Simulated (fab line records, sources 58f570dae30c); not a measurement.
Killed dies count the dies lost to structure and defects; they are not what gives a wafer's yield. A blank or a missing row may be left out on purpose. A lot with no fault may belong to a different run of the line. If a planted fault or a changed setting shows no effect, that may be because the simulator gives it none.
Problem report in the 8D (eight disciplines) form, filled by code	flow berkeleyCmos170	the parts of the form that need people (team, actions taken, sign-off) are left out

1. PROBLEM STATEMENT
At UCB170_V2_DEVELOP_11, developerTempC averages 21.86 C over 6 wafers from 2 lots, while fault-free wafers read 20.98 C, standard deviation 0.097. Measured from the usual mean, that is +9.1 standard deviations.
The step: develop time 45 s.
Seen first at day 12 12:00 on lithoTrack-02, wafer L993.4. Wafers with a number at this step in the record: 42, from 14 lots. Rule for "out", or "out of limits": more than 4 standard deviations from the usual mean. All remaining wafers that have a number are taken as sound.

2. WHAT IT IS, WHAT IT ISN'T
question	is	is not
which readings at this step	developerTempC	-
which lots	L993, L994	L974, L976, L977, L978, L981, L982, L983, L984, L986, L991, L992, L995
which wafers of those lots	all that have a number	-
read on which tools	lithoTrack-02	lithoTrack-01, lithoTrack-03
when	from day 12 12:00	up to then (30 sound wafers); but 6 sound wafers of L991, L995 came after

3. SUSPECTS, AND WHAT RULES EACH OUT
Counting: a tool stays on the suspect list if, at a process step up to the reading, it processed all lots that are out and no sound lot following the first of them.
- lithoTrack-02 at UCB170_V2_DEVELOP_11 (develop time 45 s): kept. Every lot that is out went through it, starting with L993 (day 12 12:00), and after that it ran no sound lot; the last sound lot it ran before then is L986 (day 10 17:00). Out on those wafers are its own readings of developerTempC.
Left after counting: lithoTrack-02 at UCB170_V2_DEVELOP_11.

4. THE CAUSE (what the simulator had put in)
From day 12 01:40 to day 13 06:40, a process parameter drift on lithoTrack-02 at UCB170_V2_DEVELOP_11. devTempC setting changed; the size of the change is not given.
Counting left only this tool.

5. THE CHAIN OF EFFECTS, in route order
Each row: a reading whose mean over the struck wafers that have a number lies more than 3 standard deviations from the usual. Only readings for which the record gives a usual standard deviation are gone through. hours: the time from each lot's start at the first step in this table that gives one to its start at this step, as a median over the lots. sigmas: the change in usual standard deviations.
hours	step	reading	usual	on struck wafers	change	sigmas
0	UCB170_V2_DEVELOP_11	developerTempC	20.98 C	21.86	+0.88	+9.1
Process steps it contains:
- UCB170_V2_DEVELOP_11: develop time 45 s.

6. WHAT WOULD HAVE CAUGHT IT SOONER
First out-of-limits reading in this record: day 12 12:00, which is 10 hours after fault onset at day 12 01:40.
